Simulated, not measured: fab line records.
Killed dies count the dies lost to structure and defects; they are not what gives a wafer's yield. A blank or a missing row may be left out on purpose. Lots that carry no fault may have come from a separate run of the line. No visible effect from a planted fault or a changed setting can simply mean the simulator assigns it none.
What tool caused it? | flow rit cmos | 14 lots with 42 wafers sampled at 2 steps, on a route of 202 steps

## WHAT THE GAUGES READ, wafer by wafer
RIT_WELLDRIVE_RS_MEAS_02: measurement is done with a four-point probe.
lot  | measured    | on            | PWELL_RS (ohm/sq)
L849 | day 2 11:19 | film metro-03 | 427.8 427.2 427.5
L851 | day 2 21:47 | film metro-02 | 428.2 427.7 427.5
L852 | day 3 01:04 | film metro-03 | 431.0 430.6 430.3
L853 | day 3 05:16 | film metro-01 | 429.2 428.8 428.6
L854 | day 3 10:24 | film metro-02 | 429.5 428.2 429.0
L855 | day 3 16:10 | film metro-03 | 430.6 430.7 428.7
L856 | day 3 22:20 | film metro-03 | 429.2 429.0 431.1
L859 | day 4 10:34 | film metro-01 | 433.5 434.1 433.3
L863 | day 5 05:25 | film metro-03 | 432.9 432.9 434.2
L866 | day 5 23:41 | film metro-03 | 430.3 429.9 429.9
L867 | day 6 05:40 | film metro-01 | 427.5 427.6 427.7
L868 | day 6 10:27 | film metro-01 | 429.0 428.6 431.0
L870 | day 6 18:59 | film metro-01 | 430.1 429.7 430.1
L872 | day 7 05:56 | film metro-03 | 429.7 429.7 429.4

## WHICH TOOL RAN EACH LOT (tool, then ch and the chambers of the sampled wafers, then the start)
lot  | RIT_PWELL_IMPLANT_08
L849 | implanter-04 ch 0, day 2 05:16
L851 | implanter-03 ch 0, day 2 15:10
L852 | implanter-03 ch 0, day 2 19:29
L853 | implanter-01 ch 0, day 2 23:06
L854 | implanter-04 ch 0, day 3 03:08
L855 | implanter-03 ch 0, day 3 10:16
L856 | implanter-04 ch 0, day 3 14:30
L859 | implanter-04 ch 0, day 4 04:11
L863 | implanter-04 ch 0, day 4 22:02
L866 | implanter-01 ch 0, day 5 14:05
L867 | implanter-01 ch 0, day 5 22:22
L868 | implanter-01 ch 0, day 6 04:27
L870 | implanter-03 ch 0, day 6 11:11
L872 | implanter-01 ch 0, day 6 22:41
- RIT_PWELL_IMPLANT_08

## WHAT THE TOOLS THEMSELVES READ (means of the sampled wafers that have a number; where no wafer has one, the mark that the record gives instead)
RIT_PWELL_IMPLANT_08.
lot  | tool         | beam energy keV
L849 | implanter-04 | 169.99
L851 | implanter-03 | 169.98
L852 | implanter-03 | 170.01
L853 | implanter-01 | 170.06
L854 | implanter-04 | 169.96
L855 | implanter-03 | 169.97
L856 | implanter-04 | 169.97
L859 | implanter-04 | 157.34
L863 | implanter-04 | 157.29
L866 | implanter-01 | 169.98
L867 | implanter-01 | 169.99
L868 | implanter-01 | 170.01
L870 | implanter-03 | 170.00
L872 | implanter-01 | 169.96

## THE ANSWER, worked out from the rows above alone
Rule: the lots themselves supply what counts as usual. Put in order of their means at a reading, lots are off if they are a third of the lots or fewer, leave a main group of 4 or more, and stand apart from it by a gap of 3 or more times the standard deviation of the main group's means; of several such gaps the widest counts. A main group is skipped when, at the precision printed for the reading in the tables above, its means are all equal. A lot without any number at a reading at which 4 lots or more have one is off too. Where the step has rows for the other lots, those lots are counted as sound. First the gauges in route order, then the tools' own readings, where a lot's mean is used as printed above. The first step at which some lot is off is used, and at that step the reading that is off furthest; a lot without a number counts as furthest.
Off: L859, L863 (RIT_PWELL_IMPLANT_08, beam energy keV). For the main group the mean is 169.99 and the standard deviation 0.027.
A tool fits if, at that step or a process step before it, it ran every lot that is off, and no sound lot after the first of them. One fits: RIT_PWELL_IMPLANT_08 on implanter-04. A fault onset in the window from L856 (day 3 14:30, its last sound lot) to L859 (day 4 04:11, its first lot off) fits.
The tool's own readings at RIT_PWELL_IMPLANT_08 bear it out: on the lots that are off they differ by more than 5 times the standard deviation of the sound lots' means. beam energy keV reads 157.31 there against 169.99 on the sound lots.

## WHAT THE SIMULATOR PUT IN
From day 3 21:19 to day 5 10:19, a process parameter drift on implanter-04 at RIT_PWELL_IMPLANT_08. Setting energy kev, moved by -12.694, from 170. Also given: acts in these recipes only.
Lots struck among those shown: L859, L863. The same result came from the rule above.
